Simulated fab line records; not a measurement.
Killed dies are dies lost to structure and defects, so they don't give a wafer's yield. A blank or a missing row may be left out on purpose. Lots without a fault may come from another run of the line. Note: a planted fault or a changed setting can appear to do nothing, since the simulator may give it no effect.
What tool caused it? / flow berkeley-cmos170 / 15 lots, 45 wafers sampled, at 3 steps of a route of 331

== WHAT THE GAUGES SHOWED, per wafer ==
UCB170_ACTIVE_CD_MEAS_90: the cd target is 1200 nm. Usual: cd-nm at 1200.1 nm, with a standard deviation of 1.4.
lot=L876; measured=day 4 11:56; on=cd-sem-01; cd-nm (nm)=1199.8 1198.8 1199.8; flag=
lot=L878; measured=day 4 23:53; on=cd-sem-01; cd-nm (nm)=1200.6 1201.8 1200.6; flag=
lot=L879; measured=day 4 23:56; on=cd-sem-02; cd-nm (nm)=1200.5 1202.7 1202.6; flag=
lot=L880; measured=day 5 00:12; on=cd-sem-01; cd-nm (nm)=1198.7 1200.2 1200.0; flag=
lot=L881; measured=day 5 11:47; on=cd-sem-02; cd-nm (nm)=1201.7 1202.2 1202.1; flag=
lot=L883; measured=day 5 20:03; on=cd-sem-01; cd-nm (nm)=1200.8 1201.2 1202.0; flag=
lot=L884; measured=day 6 14:13; on=cd-sem-02; cd-nm (nm)=1198.8 1201.7 1199.4; flag=
lot=L885; measured=day 6 13:56; on=cd-sem-02; cd-nm (nm)=1200.8 1199.9 1200.1; flag=
lot=L891; measured=day 7 23:28; on=cd-sem-02; cd-nm (nm)=1200.3 1200.1 1202.4; flag=
lot=L892; measured=day 7 23:16; on=cd-sem-01; cd-nm (nm)=1201.9 1199.9 1201.8; flag=
lot=L894; measured=day 8 02:19; on=cd-sem-02; cd-nm (nm)=1200.0 1200.5 1201.2; flag=
lot=L895; measured=day 8 12:29; on=cd-sem-01; cd-nm (nm)=1200.1 1201.2 1200.7; flag=
lot=L896; measured=day 8 12:47; on=cd-sem-02; cd-nm (nm)=1199.6 1201.4 1200.6; flag=
lot=L899; measured=day 9 06:26; on=cd-sem-02; cd-nm (nm)=1201.3 1201.3 1200.7; flag=
lot=L898; measured=day 9 06:10; on=cd-sem-01; cd-nm (nm)=1201.8 1201.3 1200.1; flag=

== WHAT TOOL EACH LOT RAN ON (gives the tool, then ch and the chambers of the sampled wafers, and finally the start) ==
lot=L876; UCB170_NWELL_ETCH_13=rie-diel-04 ch 0,3, day 2 12:13; UCB170_NWELL_STRIP_15=plasma-asher-03 ch 0,1, day 2 12:31
lot=L878; UCB170_NWELL_ETCH_13=rie-diel-03 ch 0,1,3, day 2 13:00; UCB170_NWELL_STRIP_15=plasma-asher-04 ch 0,1, day 2 13:15
lot=L879; UCB170_NWELL_ETCH_13=rie-diel-04 ch 0,1,2, day 2 20:58; UCB170_NWELL_STRIP_15=plasma-asher-03 ch 0,1, day 2 21:15
lot=L880; UCB170_NWELL_ETCH_13=rie-diel-02 ch 0,1,3, day 3 00:47; UCB170_NWELL_STRIP_15=plasma-asher-03 ch 0,1, day 3 01:02
lot=L881; UCB170_NWELL_ETCH_13=rie-diel-02 ch 1,2, day 3 08:28; UCB170_NWELL_STRIP_15=plasma-asher-04 ch 0,1, day 3 08:43
lot=L883; UCB170_NWELL_ETCH_13=rie-diel-04 ch 1,2,3, day 3 18:43; UCB170_NWELL_STRIP_15=plasma-asher-01 ch 0,1, day 3 18:59
lot=L884; UCB170_NWELL_ETCH_13=rie-diel-04 ch 0,1,2, day 3 23:50; UCB170_NWELL_STRIP_15=plasma-asher-01 ch 0,1, day 4 00:05
lot=L885; UCB170_NWELL_ETCH_13=rie-diel-04 ch 0,1,2, day 4 06:13; UCB170_NWELL_STRIP_15=plasma-asher-01 ch 0,1, day 4 06:29
lot=L891; UCB170_NWELL_ETCH_13=rie-diel-02 ch 1,2, day 5 15:17; UCB170_NWELL_STRIP_15=plasma-asher-03 ch 0,1, day 5 15:32
lot=L892; UCB170_NWELL_ETCH_13=rie-diel-03 ch 0,2,3, day 5 20:58; UCB170_NWELL_STRIP_15=plasma-asher-03 ch 0,1, day 5 21:15
lot=L894; UCB170_NWELL_ETCH_13=rie-diel-02 ch 0,2,3, day 6 03:40; UCB170_NWELL_STRIP_15=plasma-asher-03 ch 0,1, day 6 03:56
lot=L895; UCB170_NWELL_ETCH_13=rie-diel-03 ch 0,3, day 6 17:25; UCB170_NWELL_STRIP_15=plasma-asher-01 ch 0,1, day 6 17:40
lot=L896; UCB170_NWELL_ETCH_13=rie-diel-04 ch 0,1,3, day 6 17:56; UCB170_NWELL_STRIP_15=plasma-asher-04 ch 0,1, day 6 18:14
lot=L899; UCB170_NWELL_ETCH_13=rie-diel-02 ch 0,1, day 7 03:44; UCB170_NWELL_STRIP_15=plasma-asher-01 ch 1, day 7 03:59
lot=L898; UCB170_NWELL_ETCH_13=rie-diel-04 ch 0,3, day 7 03:50; UCB170_NWELL_STRIP_15=plasma-asher-04 ch 0,1, day 7 04:06
- UCB170_NWELL_ETCH_13: etches Si3N4 in CH3F/Ar/O2, stops on SiO2, target depth 246.4 nm, time 154 s.
- UCB170_NWELL_STRIP_15: strips in O2.

== AS READ BY THE TOOLS THEMSELVES (means over the sampled wafers that have a number; for cases with no such wafer, the mark the record gives instead) ==
UCB170_NWELL_ETCH_13. Usual: drypump-motor-current-A 5.8 A, standard deviation 0.47; oes-product-au 0.936 a.u., standard deviation 0.013; throttle-valve-pct 8.09 %, standard deviation 0.11.
lot=L876; tool=rie-diel-04; drypump-motor-current-A (A)=6.1; oes-product-au (a.u.)=0.939; throttle-valve-pct (%)=8.13; flag=
lot=L878; tool=rie-diel-03; drypump-motor-current-A (A)=5.5; oes-product-au (a.u.)=0.943; throttle-valve-pct (%)=8.06; flag=
lot=L879; tool=rie-diel-04; drypump-motor-current-A (A)=6.1; oes-product-au (a.u.)=0.938; throttle-valve-pct (%)=8.14; flag=
lot=L880; tool=rie-diel-02; drypump-motor-current-A (A)=5.6; oes-product-au (a.u.)=0.941; throttle-valve-pct (%)=8.05; flag=
lot=L881; tool=rie-diel-02; drypump-motor-current-A (A)=6.1; oes-product-au (a.u.)=0.924; throttle-valve-pct (%)=7.95; flag=
lot=L883; tool=rie-diel-04; drypump-motor-current-A (A)=6.0; oes-product-au (a.u.)=0.939; throttle-valve-pct (%)=8.16; flag=
lot=L884; tool=rie-diel-04; drypump-motor-current-A (A)=6.1; oes-product-au (a.u.)=0.938; throttle-valve-pct (%)=8.14; flag=
lot=L885; tool=rie-diel-04; drypump-motor-current-A (A)=6.1; oes-product-au (a.u.)=0.946; throttle-valve-pct (%)=8.13; flag=
lot=L891; tool=rie-diel-02; drypump-motor-current-A (A)=6.1; oes-product-au (a.u.)=0.927; throttle-valve-pct (%)=7.92; flag=
lot=L892; tool=rie-diel-03; drypump-motor-current-A (A)=5.8; oes-product-au (a.u.)=0.931; throttle-valve-pct (%)=8.03; flag=
lot=L894; tool=rie-diel-02; drypump-motor-current-A (A)=5.6; oes-product-au (a.u.)=0.938; throttle-valve-pct (%)=8.08; flag=
lot=L895; tool=rie-diel-03; drypump-motor-current-A (A)=5.7; oes-product-au (a.u.)=0.964; throttle-valve-pct (%)=7.99; flag=
lot=L896; tool=rie-diel-04; drypump-motor-current-A (A)=5.9; oes-product-au (a.u.)=0.939; throttle-valve-pct (%)=8.19; flag=
lot=L899; tool=rie-diel-02; drypump-motor-current-A (A)=5.5; oes-product-au (a.u.)=0.933; throttle-valve-pct (%)=8.01; flag=
lot=L898; tool=rie-diel-04; drypump-motor-current-A (A)=6.1; oes-product-au (a.u.)=0.932; throttle-valve-pct (%)=8.13; flag=

UCB170_NWELL_STRIP_15. Usual: drypump-motor-current-A 5.7 A, standard deviation 0.55; oes-product-au 0.721 a.u., standard deviation 0.0045; strip-time-to-endpoint-s 18.03 s, standard deviation 0.07.
lot=L876; tool=plasma-asher-03; drypump-motor-current-A (A)=5.9; oes-product-au (a.u.)=0.719; strip-time-to-endpoint-s (s)=17.99; flag=
lot=L878; tool=plasma-asher-04; drypump-motor-current-A (A)=6.3; oes-product-au (a.u.)=0.716; strip-time-to-endpoint-s (s)=18.05; flag=
lot=L879; tool=plasma-asher-03; drypump-motor-current-A (A)=5.8; oes-product-au (a.u.)=0.723; strip-time-to-endpoint-s (s)=17.91; flag=
lot=L880; tool=plasma-asher-03; drypump-motor-current-A (A)=5.9; oes-product-au (a.u.)=0.724; strip-time-to-endpoint-s (s)=18.05; flag=
lot=L881; tool=plasma-asher-04; drypump-motor-current-A (A)=6.4; oes-product-au (a.u.)=0.723; strip-time-to-endpoint-s (s)=18.07; flag=
lot=L883; tool=plasma-asher-01; drypump-motor-current-A (A)=5.0; oes-product-au (a.u.)=0.722; strip-time-to-endpoint-s (s)=18.07; flag=
lot=L884; tool=plasma-asher-01; drypump-motor-current-A (A)=5.1; oes-product-au (a.u.)=0.722; strip-time-to-endpoint-s (s)=18.07; flag=
lot=L885; tool=plasma-asher-01; drypump-motor-current-A (A)=5.0; oes-product-au (a.u.)=0.720; strip-time-to-endpoint-s (s)=18.08; flag=
lot=L891; tool=plasma-asher-03; drypump-motor-current-A (A)=5.9; oes-product-au (a.u.)=0.722; strip-time-to-endpoint-s (s)=18.09; flag=
lot=L892; tool=plasma-asher-03; drypump-motor-current-A (A)=5.8; oes-product-au (a.u.)=0.718; strip-time-to-endpoint-s (s)=17.96; flag=
lot=L894; tool=plasma-asher-03; drypump-motor-current-A (A)=5.8; oes-product-au (a.u.)=0.720; strip-time-to-endpoint-s (s)=18.02; flag=
lot=L895; tool=plasma-asher-01; drypump-motor-current-A (A)=5.1; oes-product-au (a.u.)=0.719; strip-time-to-endpoint-s (s)=17.96; flag=
lot=L896; tool=plasma-asher-04; drypump-motor-current-A (A)=6.3; oes-product-au (a.u.)=0.725; strip-time-to-endpoint-s (s)=18.00; flag=
lot=L899; tool=plasma-asher-01; drypump-motor-current-A (A)=5.1; oes-product-au (a.u.)=0.722; strip-time-to-endpoint-s (s)=18.13; flag=
lot=L898; tool=plasma-asher-04; drypump-motor-current-A (A)=6.1; oes-product-au (a.u.)=0.719; strip-time-to-endpoint-s (s)=18.01; flag=

== THE ANSWER, worked out from the rows above alone ==
Rule: take the mean of a lot's wafers that have a number; if it is more than 3 standard deviations from the usual mean, the lot is off. Also off: a lot with no number at a reading for which 4 or more lots have one. Where the step has rows for the other lots, those lots are counted as sound. The gauges are gone through in route order, then the tools' own readings, and for those a lot's mean is taken as printed above. The first step at which some lot is off is used, and at that step the reading that is off furthest; a lot without a number counts as furthest.
None of the lots is off at any reading shown; this tells nothing.

== WHAT THE SIMULATOR HAD PUT IN ==
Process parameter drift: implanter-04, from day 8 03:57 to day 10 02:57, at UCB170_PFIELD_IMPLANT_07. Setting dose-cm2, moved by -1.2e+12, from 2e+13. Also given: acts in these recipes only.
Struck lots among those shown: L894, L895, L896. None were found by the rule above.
